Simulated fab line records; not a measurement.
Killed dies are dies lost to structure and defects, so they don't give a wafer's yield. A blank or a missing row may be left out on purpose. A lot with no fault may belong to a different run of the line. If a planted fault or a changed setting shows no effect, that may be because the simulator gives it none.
Which tool was responsible? :: flow ritCmos :: at 1 step of a route of 202, 15 lots with 45 wafers sampled

== WHAT EACH GAUGE READ, for each wafer ==
Not one reading of a measure or inspect step in the record can be checked against a usual standard deviation.

== EACH LOT AND THE TOOL THAT RAN IT (in order: tool; ch and the chambers of the sampled wafers; start) ==
lot: L118
RIT_PWELL_DEVELOP_05: lithoTrack-04 ch 0, day 2 03:00

lot: L119
RIT_PWELL_DEVELOP_05: lithoTrack-04 ch 0, day 2 08:00

lot: L120
RIT_PWELL_DEVELOP_05: lithoTrack-03 ch 0, day 2 14:00

lot: L122
RIT_PWELL_DEVELOP_05: lithoTrack-02 ch 0, day 2 23:00

lot: L125
RIT_PWELL_DEVELOP_05: lithoTrack-04 ch 0, day 3 14:00

lot: L126
RIT_PWELL_DEVELOP_05: lithoTrack-02, day 3 19:00

lot: L127
RIT_PWELL_DEVELOP_05: lithoTrack-04, day 3 23:00

lot: L128
RIT_PWELL_DEVELOP_05: lithoTrack-03, day 4 04:00

lot: L131
RIT_PWELL_DEVELOP_05: lithoTrack-02 ch 0, day 4 20:00

lot: L135
RIT_PWELL_DEVELOP_05: lithoTrack-02 ch 0, day 5 16:00

lot: L136
RIT_PWELL_DEVELOP_05: lithoTrack-03 ch 0, day 5 21:00

lot: L137
RIT_PWELL_DEVELOP_05: lithoTrack-03 ch 0, day 6 02:00

lot: L138
RIT_PWELL_DEVELOP_05: lithoTrack-03 ch 0, day 6 07:00

lot: L139
RIT_PWELL_DEVELOP_05: lithoTrack-02 ch 0, day 6 12:00

lot: L140
RIT_PWELL_DEVELOP_05: lithoTrack-04 ch 0, day 6 16:00
- RIT_PWELL_DEVELOP_05: develop time 68 s.

== AS READ BY THE TOOLS THEMSELVES (means over the sampled wafers that have a number; for cases with no such wafer, the mark the record gives instead) ==
RIT_PWELL_DEVELOP_05.
lot: L118
tool: lithoTrack-04
chillPlateTempC (C): 22.96

lot: L119
tool: lithoTrack-04
chillPlateTempC (C): 22.87

lot: L120
tool: lithoTrack-03
chillPlateTempC (C): 23.12

lot: L122
tool: lithoTrack-02
chillPlateTempC (C): 23.00

lot: L125
tool: lithoTrack-04
chillPlateTempC (C): 23.00

lot: L126
tool: lithoTrack-02
chillPlateTempC (C): -

lot: L127
tool: lithoTrack-04
chillPlateTempC (C): -

lot: L128
tool: lithoTrack-03
chillPlateTempC (C): -

lot: L131
tool: lithoTrack-02
chillPlateTempC (C): 22.89

lot: L135
tool: lithoTrack-02
chillPlateTempC (C): 23.13

lot: L136
tool: lithoTrack-03
chillPlateTempC (C): 23.03

lot: L137
tool: lithoTrack-03
chillPlateTempC (C): 22.92

lot: L138
tool: lithoTrack-03
chillPlateTempC (C): 23.05

lot: L139
tool: lithoTrack-02
chillPlateTempC (C): 23.03

lot: L140
tool: lithoTrack-04
chillPlateTempC (C): 22.94

== THE ANSWER, worked out from the rows above alone ==
Rule: what is usual is taken from the lots themselves. The widest of any qualifying gaps counts: lots, ordered by their means at a reading, are off when they make up no more than a third of the lots, leave a main group of 4 or more, and stand apart from it by 3 or more times the standard deviation of that group's means. A main group whose means are all the same, to the digits that the tables above print for the reading, isn't used. A lot without any number at a reading at which 4 lots or more have one is off too. Any other lot the step has rows for is counted as sound. The gauges are gone through in route order, then the tools' own readings, and for those a lot's mean is taken as printed above. The first step at which some lot is off is used, and at that step the reading that is off furthest; a lot without a number counts as furthest.
Off: L126, L127, L128, at RIT_PWELL_DEVELOP_05 (chillPlateTempC). Without a number there: L126, L127, L128. For the main group the mean is 23.00 C and the standard deviation 0.08.
A tool fits if, at that step or a process step before it, it ran every lot that is off, and no sound lot after the first of them. Of those tried, none fits.

== WHAT THE SIMULATOR HAD INSERTED ==
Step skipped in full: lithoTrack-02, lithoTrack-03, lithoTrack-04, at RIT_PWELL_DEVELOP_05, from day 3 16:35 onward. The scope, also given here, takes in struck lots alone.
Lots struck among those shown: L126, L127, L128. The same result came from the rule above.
